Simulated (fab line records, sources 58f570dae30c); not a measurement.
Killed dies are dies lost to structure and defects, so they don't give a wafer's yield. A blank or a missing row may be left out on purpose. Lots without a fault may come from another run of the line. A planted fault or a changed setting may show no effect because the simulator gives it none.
One fault seen from 2 desks | flow berkeley_cmos170 | each desk has only its own numbers; what lay behind them comes last

THE METROLOGY DESK
What the gauges read, lot by lot, whatever tool the lot ran on: means of the sampled wafers that have a number. A lot is out of limits, marked OUT, if its mean lies more than 4 standard deviations from the usual mean; the brackets give that distance.
Columns: A = M1_OVL at UCB170_M1_OVL_MEAS_10, usual -2 nm; B = cd_nm at UCB170_V2_CD_MEAS_12, usual 700.1 nm; C = cd_nm at UCB170_M3_CD_MEAS_90, usual 702 nm
lot  | first seen here | A  | B     | C
L614 | day 7 16:20     | 2  | 701.0 | 700
L617 | day 8 03:00     | -7 | 701.1 | 696
L616 | day 8 03:15     | -2 | 701.6 | 697
L619 | day 8 21:58     | -8 | 700.5 | 703
L620 | day 8 22:49     | -2 | 700.4 | 705
L618 | day 8 23:14     | -1 | 700.1 | 698
L624 | day 9 06:45     | -2 | 698.7 | 705
L630 | day 10 12:20    | 0  | 700.0 | 700
L626 | day 10 14:37    | -0 | 699.1 | 705
L625 | day 10 15:01    | -6 | 700.4 | 701
L631 | day 11 11:50    | -4 | 699.6 | 704
L633 | day 11 12:50    | -3 | 700.1 | 701
L636 | day 12 01:58    | -6 | 701.1 | 703
L637 | day 12 10:52    | -1 | 701.1 | 702
This desk's finding: nothing out of limits on any of the 14 lots.

THE TOOL OWNER'S DESK: rie_diel-04
The tool's own readings at UCB170_GATE_ETCH_14 (etches BARC in N2/H2): means of the sampled wafers that have a number, for each lot that ran on this tool. A lot is out of limits, marked OUT, if its mean lies more than 4 standard deviations from the usual mean; the brackets give that distance.
Columns: A = drypump_motor_current_A at UCB170_GATE_ETCH_14, usual 5.7 A; B = h2_flow_sccm at UCB170_GATE_ETCH_14, usual 200.0 sccm; C = oes_product_au at UCB170_GATE_ETCH_14, usual 0.993 a.u.; D = throttle_valve_pct at UCB170_GATE_ETCH_14, usual 13.21 %
lot  | first seen here | A   | B     | C     | D
L617 | day 7 00:34     | 5.6 | 199.8 | 0.994 | 13.38
L619 | day 7 22:05     | 5.2 | 200.1 | 1.002 | 13.38
L625 | day 9 09:56     | 5.0 | 200.0 | 1.013 | 13.28
L626 | day 9 10:27     | 5.2 | 199.7 | 1.003 | 13.38
This desk's finding: nothing out of limits on any of the 4 lots.

PUT TOGETHER
The metrology desk saw nothing out of limits.
The tool owner's desk saw nothing out of limits.

WHAT THE SIMULATOR HAD PUT IN
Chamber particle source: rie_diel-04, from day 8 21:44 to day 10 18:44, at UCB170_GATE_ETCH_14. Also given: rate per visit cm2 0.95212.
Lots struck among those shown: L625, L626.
